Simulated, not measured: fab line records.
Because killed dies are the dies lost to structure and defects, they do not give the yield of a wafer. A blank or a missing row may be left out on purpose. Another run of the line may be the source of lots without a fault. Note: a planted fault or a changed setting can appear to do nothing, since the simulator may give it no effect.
Comparing a struck lot with a sound one | flow rit cmos | 44 steps out of a route of 202
Sound: these wafers, L981.2, L981.3, L981.4. Wafers struck: L990.1, L990.4, L990.6. At the end, the cause is stated.
At each step with rows: each side's tool, then ch and its chambers, then its first start. Under that, the readings that differ: sound wafers | struck wafers | difference of the means | sigmas: that difference in standard deviations of wafers without a fault.
alike: a reading whose means differ by less than 2 such deviations, as well as words and numbers matching on both sides. not compared: withheld readings; readings where some wafer has no value; bounds like >300 that might hide an equal value; numbers whose values overlap and for which the record gives no deviation.
The two part at a step that has a row with sigmas, a row that says differs or no value, or rows on one side only. Numbers that don't overlap but have no deviation are shown without sigmas and don't part them. A reading that every wafer of one side lacks parts them only if that side has two wafers or more.

first, 3 steps without rows for these wafers: RIT_REOX_CLEAN_01 (cleans in dHF, time 30 s); RIT_REOX_CLEAN_02 (cleans in SC2, time 600 s); RIT_REOX_OXIDATION_03 (target thk 25.2 nm, ox time 5580 s).
RIT_REOX_THK_MEAS_04:
  sound: film metro-01 at day 3 07:40; struck: film metro-03 at day 5 00:40
  reading             | sound          | struck         | difference | sigmas
  REOX_OXIDE_THK (nm) | 25.6 25.2 25.4 | 24.5 24.4 24.0 | -1.1       | -2
then, 6 steps without rows for these wafers: RIT_NLDD_HMDS_00 (prime time 60 s); RIT_NLDD_COAT_01 (resist thk 1000 nm); RIT_NLDD_SOFTBAKE_02 (time 60 s); RIT_NLDD_EXPOSE_03 (exposes mask M7, target cd 40700 nm); RIT_NLDD_PEB_04; RIT_NLDD_DEVELOP_05 (develop time 50 s).
RIT_NLDD_OVL_MEAS_06:
  sound: overlay-02 at day 3 08:42; struck: overlay-02 at day 5 01:43
  alike: NLDD_OVL
then, 1 step without rows for these wafers: RIT_NLDD_HARDBAKE_07 (time 60 s).
RIT_NLDD_IMPLANT_08:
  sound on implanter-04 ch 0, day 3 08:55; struck on implanter-03 ch 0, day 5 01:53
  reading                          | sound                         | struck                      | difference | sigmas
  dose ions cm2                    | 5.003e+14 4.999e+14 5.006e+14 | 1.004e+14 9.98e+13 9.94e+13 | -4.004e+14 | -99 or more
  end station pressure torr (Torr) | 5.9e-06 5.9e-06 6.5e-06       | 5.1e-06 4.9e-06 5.5e-06     | -9.3e-07   | -3
  faraday current uA               | 1602 1572 1639                | 323 306 310                 | -1291      | -43
RIT_NLDD_STRIP_09: strips in O2, time 180 s.
  sound on plasma asher-03 ch 0,1, day 3 09:02; struck on plasma asher-04 ch 0, day 5 02:02
  alike: drypump motor current A
  not compared: rf hours counter h
RIT_NLDD_TW_MEAS_10:
  sound: film metro-02 at day 3 09:13; struck: film metro-04 at day 5 02:13
  reading | sound          | struck         | difference | sigmas
  NLDD_TW | 2493 2486 2488 | 1544 1553 1547 | -941       | -72
then, 6 steps without rows for these wafers: RIT_PLDD_HMDS_00 (prime time 60 s); RIT_PLDD_COAT_01 (resist thk 1000 nm); RIT_PLDD_SOFTBAKE_02 (time 60 s); RIT_PLDD_EXPOSE_03 (exposes mask M8, target cd 40900 nm); RIT_PLDD_PEB_04; RIT_PLDD_DEVELOP_05 (develop time 50 s).
RIT_PLDD_OVL_MEAS_06:
  sound: overlay-01 at day 3 10:22; struck: overlay-02 at day 5 03:08
  alike: PLDD_OVL
then, 2 steps without rows for these wafers: RIT_PLDD_HARDBAKE_07 (time 60 s); RIT_PLDD_IMPLANT_08.
RIT_PLDD_STRIP_09: strips in O2, time 180 s.
  sound on plasma asher-01 ch 0,1, day 3 10:42; struck on plasma asher-03 ch 0,1, day 5 03:28
  alike: drypump motor current A
  not compared: rf hours counter h
RIT_PLDD_TW_MEAS_10:
  sound: film metro-02 at day 3 10:53; struck: film metro-02 at day 5 03:38
  alike: PLDD_TW
then, 4 steps without rows for these wafers: RIT_SPACER_CLEAN_00 (cleans in SC1, time 600 s); RIT_SPACER_CLEAN_01 (cleans in dHF, time 30 s); RIT_SPACER_CLEAN_02 (cleans in SC2, time 600 s); RIT_SPACER_CVD_03 (deposits Si3N4 from SiH2Cl2/NH3, target thk 250 nm, time 3300 s).
RIT_SPACER_THK_MEAS_04:
  sound: film metro-01 at day 3 14:11; struck: film metro-03 at day 5 06:56
  alike: SPACER_NITRIDE_THK
RIT_SPACER_ETCHBACK_05: etches Si3N4 in SF6/CHF3, stops on SiO2, target depth 250 nm, time 240 s.
  sound on rie diel-01 ch 1,2,3, day 3 14:14; struck on rie diel-04 ch 0,3, day 5 07:00
  alike: drypump motor current A, oes product au, throttle valve pct
  not compared: rf hours counter h
then, 6 steps without rows for these wafers: RIT_NSD_HMDS_00 (prime time 60 s); RIT_NSD_COAT_01 (resist thk 1000 nm); RIT_NSD_SOFTBAKE_02 (time 60 s); RIT_NSD_EXPOSE_03 (exposes mask M9, target cd 40700 nm); RIT_NSD_PEB_04; RIT_NSD_DEVELOP_05 (develop time 50 s).
RIT_NSD_OVL_MEAS_06:
  sound: overlay-01 at day 3 15:22; struck: overlay-01 at day 5 08:08
  alike: NSD_OVL
then, 2 steps without rows for these wafers: RIT_NSD_HARDBAKE_07 (time 60 s); RIT_NSD_IMPLANT_08.
RIT_NSD_STRIP_09: strips in O2, time 180 s.
  sound on plasma asher-04 ch 0,1, day 3 15:42; struck on plasma asher-04 ch 1, day 5 08:28
  alike: drypump motor current A
  not compared: rf hours counter h
RIT_SDANNEAL_RS_MEAS_07: measurement is done with a four-point probe.
  sound: film metro-01 at day 3 18:10; struck: film metro-04 at day 5 11:05
  reading          | sound             | struck            | difference | sigmas
  NLDD_RS (ohm/sq) | 151.4 151.8 151.6 | 519.9 516.6 519.6 | +367.1     | +99 or more
RIT_M1_PROBE_99:
  the record has rows for the struck wafers here (prober-02, day 5 18:35) and none for the sound ones

== WHERE THEY PART ==
Earliest at RIT_REOX_THK_MEAS_04; latest, in this record, at RIT_M1_PROBE_99.

WHY: whatever the simulator had introduced
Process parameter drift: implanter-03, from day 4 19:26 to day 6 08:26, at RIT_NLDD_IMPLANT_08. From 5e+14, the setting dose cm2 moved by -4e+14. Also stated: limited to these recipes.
